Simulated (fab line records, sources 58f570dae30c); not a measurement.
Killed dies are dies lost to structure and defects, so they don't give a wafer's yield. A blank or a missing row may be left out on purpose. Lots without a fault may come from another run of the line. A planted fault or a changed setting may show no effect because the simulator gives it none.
Chamber matching | flow berkeley_cmos170 | UCB170_V2_CMP_02 on cmp-02: 4 sister chambers
The step polishes SiO2. 8 wafers are shown with their chamber, then 9 later ones without.

WAFERS WITH THEIR CHAMBER
wafer  | chamber | motor_current_A (A) | edge_zone_pressure_frac
L951.6 | 1       | 16.2                | 0.993
L967.1 | 3       | 15.9                | 0.999
L967.3 | 1       | 16.3                | 0.997
L969.4 | 2       | 14.4                | 1.002
L969.6 | 0       | 17.9                | 0.999
L970.1 | 2       | 14.6                | 1.003
L970.2 | 3       | 15.8                | 0.998
L970.6 | 0       | 16.6                | 0.999

WAFERS WITHOUT THEIR CHAMBER
wafer  | motor_current_A (A) | edge_zone_pressure_frac
L972.1 | 17.9                | 1.006
L972.3 | 17.0                | 0.999
L972.5 | 17.6                | 1.008
L974.2 | 18.3                | 0.994
L974.4 | 17.1                | 1.007
L974.6 | 18.5                | 0.997
L973.1 | 17.8                | 1.005
L973.3 | 15.7                | 0.995
L973.4 | 16.9                | 0.989

WHICH CHAMBER EACH WENT THROUGH
wafer  | from the rows above          | in truth
L972.1 | can't be placed: 0 or 3      | 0
L972.3 | can't be placed: 0 or 3      | 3
L972.5 | can't be placed: 0 or 3 or 2 | 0
L974.2 | can't be placed: 0 or 1      | 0
L974.4 | can't be placed: 0 or 3 or 2 | 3
L974.6 | 0                            | 0
L973.1 | can't be placed: 0 or 3      | 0
L973.3 | can't be placed: 1 or 3      | 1
L973.4 | 1                            | 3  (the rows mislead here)
Placed correctly: 1 of 9. Can't be placed from these rows: 7 (the true chamber is among the candidates in 7). Placed wrongly: 1.
How it was worked out, from the rows above alone: a wafer's distance from a chamber is the root of the sum, over the readings, of the square of ((its reading less the chamber's mean) divided by the reading's scatter). The wafer belongs to the nearest chamber; if the next one is less than 2 further off, it can't be placed. A chamber's mean is the mean of its shown wafers. The scatter: the root of (the sum of the squares of (reading less its chamber's mean) over the shown wafers, divided by (wafers less chambers)).
